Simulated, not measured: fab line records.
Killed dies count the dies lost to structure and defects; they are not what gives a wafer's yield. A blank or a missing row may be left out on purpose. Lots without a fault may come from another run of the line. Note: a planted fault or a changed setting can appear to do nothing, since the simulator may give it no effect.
One fault seen from 2 desks ; flow berkeley cmos170 ; only its own numbers are on each desk; what lay behind them is given at the end

## AT THE TOOL OWNER'S DESK: implanter-04
The tool's own readings at UCB170_NLDD_IMPLANT_09: means of the sampled wafers that have a number, for each lot that ran on this tool. Marked OUT: a lot whose mean sits more than 4 standard deviations from the usual mean, which makes it out of limits; the brackets give that distance.
Columns: A = dose ions cm2 at UCB170_NLDD_IMPLANT_09, usual 4.999e+13; B = faraday current uA at UCB170_NLDD_IMPLANT_09, usual 159
lot;first seen here;A;B
L349;day 5 19:30;4.993e+13;154
L350;day 6 05:45;4.995e+13;161
L351;day 6 19:25;5.000e+13;159
L354;day 7 03:13;5.001e+13;158
L361;day 8 11:23;4.995e+13;157
L362;day 8 22:34;4.999e+13;161
L364;day 9 12:56;7.110e+13 (+99 or more) OUT;224 (+19) OUT
L368;day 10 01:46;7.109e+13 (+99 or more) OUT;226 (+20) OUT
This desk's verdict: out of limits on L364, L368, starting with L364 at day 9 12:56 (dose ions cm2 at UCB170_NLDD_IMPLANT_09). In limits: L349, L350, L351, L354, L361, L362.

## THE METROLOGY DESK
Lot by lot, what the gauges showed, no matter which tool ran the lot: averages of those sampled wafers that carry a number. Marked OUT: a lot whose mean sits more than 4 standard deviations from the usual mean, which makes it out of limits; the brackets give that distance.
Columns: A = NLDD_TW at UCB170_NLDD_TW_MEAS_11, usual 2221; B = SPACER_TEOS_THK at UCB170_SPACER_THK_MEAS_01, usual 376 nm; C = PSD_OVL at UCB170_PSD_OVL_MEAS_07, usual -1 nm; D = NLDD_RS at UCB170_SDANNEAL_RS_MEAS_05, usual 616.4 ohm/sq
lot;first seen here;A;B;C;D
L349;day 5 19:45;2246;377;-7;616.4
L350;day 6 05:59;2243;373;-4;616.6
L351;day 6 19:40;2189;375;-8;615.7
L354;day 7 03:28;2238;378;-14;615.9
L357;day 7 03:53;2226;372;6;617.4
L356;day 7 04:38;2181;367;5;618.0
L359;day 8 03:14;2198;384;-4;616.7
L361;day 8 11:38;2191;371;-5;618.6
L362;day 8 22:49;2201;378;4;615.7
L364;day 9 13:11;2363 (+6.5) OUT;370;-5;540.0 (-55) OUT
L366;day 9 21:40;2204;383;-2;618.2
L368;day 10 02:01;2336 (+5.2) OUT;372;0;539.9 (-55) OUT
L369;day 10 10:27;2245;381;-1;617.0
L370;day 10 10:41;2225;378;-8;614.0
This desk finds L364, L368 out of limits, with the earliest case on L364 at day 9 13:11 (NLDD_TW at UCB170_NLDD_TW_MEAS_11). In limits: L349, L350, L351, L354, L357, L356, L359, L361, L362, L366, L369, L370.

## TAKEN TOGETHER
The tool owner's desk could have raised an alarm at day 9 12:56, on L364, L368.
At day 9 13:11 the metrology desk could have sounded an alarm, on L364, L368.
The lots listed all ran UCB170_NLDD_IMPLANT_09 on implanter-04.

## WHAT HAD BEEN PUT IN BY THE SIMULATOR
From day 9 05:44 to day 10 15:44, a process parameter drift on implanter-04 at UCB170_NLDD_IMPLANT_09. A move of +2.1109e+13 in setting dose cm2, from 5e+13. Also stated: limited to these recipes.
Shown lots that were struck: L364, L368.
Delay (hours) between the fault's onset and each desk's first out-of-limits reading: 7 at the tool owner's desk, 7 at the metrology desk.
